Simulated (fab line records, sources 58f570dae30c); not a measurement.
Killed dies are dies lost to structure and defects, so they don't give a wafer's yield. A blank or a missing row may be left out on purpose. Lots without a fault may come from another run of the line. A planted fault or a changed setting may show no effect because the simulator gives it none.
Tool commonality check | flow berkeley_cmos170 | 14 lots, 42 wafers sampled

WHY IT WAS OPENED
At UCB170_NWELL_THK_MEAS_05 the reading NWELL_NITRIDE_THK is flagged on 2 of 14 lots. Wafers without a fault read 224.5 nm, standard deviation 2.5.
Rule: a lot is flagged when every wafer of it that has a number lies more than 4 standard deviations from that mean, or none has a number. The other lots count as sound.

lot  | measured    | on            | NWELL_NITRIDE_THK (nm), wafer by wafer | flag
L911 | day 2 04:32 | film_metro-03 | 220.8 221.0 221.0                      |
L912 | day 2 14:05 | film_metro-04 | 225.7 226.8 226.9                      |
L913 | day 2 16:59 | film_metro-03 | 221.9 220.5 222.8                      |
L914 | day 2 23:56 | film_metro-01 | 225.4 227.0 227.5                      |
L916 | day 3 11:08 | film_metro-04 | 225.5 227.0 225.3                      |
L917 | day 3 17:04 | film_metro-04 | 221.9 223.5 221.7                      |
L921 | day 4 07:32 | film_metro-03 | 220.8 221.1 221.0                      |
L924 | day 5 01:45 | film_metro-01 | 266.7 267.0 267.1                      | FLAGGED
L925 | day 5 01:49 | film_metro-01 | 264.4 263.6 262.6                      | FLAGGED
L927 | day 5 12:46 | film_metro-04 | 228.1 228.7 227.0                      |
L928 | day 5 17:01 | film_metro-01 | 226.3 226.6 227.0                      |
L929 | day 5 21:37 | film_metro-03 | 224.1 224.1 226.2                      |
L931 | day 6 09:12 | film_metro-01 | 223.9 222.1 223.0                      |
L932 | day 6 14:02 | film_metro-04 | 228.3 227.3 227.7                      |
The numbers of the flagged lots are 265.2 nm on average: +40.7 nm against the usual, or +16 standard deviations.

WHICH TOOL RAN EACH LOT
The record holds 1 process step before the reading, out of a route of 331 steps. In each cell: the tool, then ch and the chambers that the sampled wafers went through, then the start.
lot  | flag    | UCB170_NWELL_CVD_04
L911 |         | lpcvd-02 ch 0, day 2 02:36
L912 |         | lpcvd-02 ch 0, day 2 12:09
L913 |         | lpcvd-01 ch 0, day 2 15:03
L914 |         | lpcvd-02 ch 0, day 2 22:00
L916 |         | lpcvd-02 ch 1, day 3 09:13
L917 |         | lpcvd-02 ch 0, day 3 15:08
L921 |         | lpcvd-02 ch 0, day 4 05:36
L924 | FLAGGED | lpcvd-02 ch 0, day 4 23:48
L925 | FLAGGED | lpcvd-02 ch 1, day 4 23:48
L927 |         | lpcvd-01 ch 0, day 5 10:48
L928 |         | lpcvd-01 ch 1, day 5 15:05
L929 |         | lpcvd-01 ch 0, day 5 19:41
L931 |         | lpcvd-01 ch 0, day 6 07:15
L932 |         | lpcvd-01 ch 0, day 6 12:05
What these steps do:
- UCB170_NWELL_CVD_04: deposits Si3N4 from SiH2Cl2/NH3, target thk 224 nm, time 3360 s.
- UCB170_NWELL_THK_MEAS_05

FLAGGED OVER TOTAL, TOOL BY TOOL (the gauges that took the reading come last)
step                     | tool          | lots run | flagged | share of the flagged lots | sound lots run after its first flagged lot
UCB170_NWELL_CVD_04      | lpcvd-01      | 6        | 0       | none                      | -
UCB170_NWELL_CVD_04      | lpcvd-02      | 8        | 2       | all                       | 0
UCB170_NWELL_THK_MEAS_05 | film_metro-01 | 5        | 2       | all                       | 2 (L928,L931)
UCB170_NWELL_THK_MEAS_05 | film_metro-03 | 4        | 0       | none                      | -
UCB170_NWELL_THK_MEAS_05 | film_metro-04 | 5        | 0       | none                      | -

WHAT THE TABLE ALLOWS
2 rows of the table ran every flagged lot: lpcvd-02 at UCB170_NWELL_CVD_04, film_metro-01 at UCB170_NWELL_THK_MEAS_05.
- lpcvd-02 at UCB170_NWELL_CVD_04: 2 of its 8 lots flagged. Its last sound lot is L921 (day 4 05:36), its first flagged lot L924 (day 4 23:48): a fault that began between those two fits. Its own readings lie more than 4 standard deviations out on every wafer of the flagged lots: spike_tc_centre_C, spike_tc_source_C, susceptor_temp_C.
- film_metro-01 at UCB170_NWELL_THK_MEAS_05: 2 of its 5 lots flagged. Sound lots ran on it after the first flagged one (L928, L931), which a lasting fault on the whole tool wouldn't allow.
One tool is left: lpcvd-02 at UCB170_NWELL_CVD_04.

WHAT THE SIMULATOR HAD PUT IN
Process parameter drift: lpcvd-02, from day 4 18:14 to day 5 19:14, at UCB170_NWELL_CVD_04. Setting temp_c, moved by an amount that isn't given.
Lots struck among those shown: L924, L925. The rule above found the same.
